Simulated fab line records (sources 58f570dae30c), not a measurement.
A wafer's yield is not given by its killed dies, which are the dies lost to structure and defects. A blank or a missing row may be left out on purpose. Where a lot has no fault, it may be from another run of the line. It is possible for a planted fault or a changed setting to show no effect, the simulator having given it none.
A lot that was struck, set against a sound lot | flow berkeleyCmos170 | 13 out of 331 route steps
Sound: the wafers L881.2, L881.3, L881.5. Wafers struck: L878.3, L878.4, L878.5. At the end, the cause is stated.
Per side, at each step with rows, come the tool, then ch with its chambers, and then its first start. Under that, the readings that differ: sound wafers | struck wafers | difference of the means | sigmas: that difference in standard deviations of wafers without a fault.
alike: readings with means less than 2 such deviations apart, plus words and numbers identical on both sides. not compared: withheld readings, readings lacking a value on some wafer, bounds such as >300 that could conceal the same value, and numbers that have no deviation in the record and whose values overlap.
Wherever a step has rows on one side only, a row that says differs or no value, or a row with sigmas, the two part there. Non-overlapping numbers with no deviation appear without sigmas and do not part them. A reading missing from all wafers of one side parts the sides only when that side holds two or more wafers.

first, 3 steps without rows for these wafers: UCB170_PWELL_EXPOSE_10 (exposes mask PWELL, target cd 3000 nm); UCB170_PWELL_PEB_11; UCB170_PWELL_DEVELOP_12 (develop time 45 s).
UCB170_PWELL_OVL_MEAS_13:
  sound on overlay-01 at day 6 21:01; struck on overlay-02 at day 6 02:31
  alike: PWELL_OVL
UCB170_PWELL_ETCH_14: etches Si3N4 in CH3F/Ar/O2, stops on SiO2, target depth 242 nm, time 151 s.
  sound on rieDiel-01 ch 1,3, day 6 21:02; struck on rieDiel-02 ch 2,3, day 6 02:32
  alike: drypumpMotorCurrentA, oesProductAu, throttleValvePct
  not compared: rfHoursCounterH
next, for these wafers, 1 step has no rows: UCB170_PWELL_IMPLANT_15.
UCB170_PWELL_STRIP_16: strips in O2.
  sound on plasmaAsher-04 ch 0,1, day 6 21:17; struck on plasmaAsher-04 ch 0,1, day 6 02:50
  alike: drypumpMotorCurrentA, oesProductAu, stripTimeToEndpointS
  not compared: rfHoursCounterH
UCB170_PWELL_TW_MEAS_17:
  sound on filmMetro-04 at day 6 21:24; struck on filmMetro-02 at day 6 02:55
  alike: PWELL_TW
then, 4 steps without rows for these wafers: UCB170_PWELL_CLEAN_18 (cleans in SPM, time 600 s); UCB170_PWELL_WET_ETCH_19 (etches Si3N4 in H3PO4, time 14400 s); UCB170_PWELL_WET_ETCH_20 (etches SiO2 in BOE, time 22 s); UCB170_WELLDRIVE_CLEAN_00 (cleans in SPM, time 600 s).
UCB170_WELLDRIVE_OXIDATION_01: target thk 199 nm, ox time 9000 s.
  sound on furnace-04 ch 0, day 7 06:23; struck on furnace-04, day 6 10:58
  no value came back on the struck wafers for oxTempC (C), oxTempCMax, oxTimeS (s), tubeCenterTempC (C); on the sound wafers oxTempC (C) reads 1100.2 1100.8 1100.2

## WHERE THEY PART
UCB170_WELLDRIVE_OXIDATION_01 only, going by this record.

WHY: what the simulator had put in
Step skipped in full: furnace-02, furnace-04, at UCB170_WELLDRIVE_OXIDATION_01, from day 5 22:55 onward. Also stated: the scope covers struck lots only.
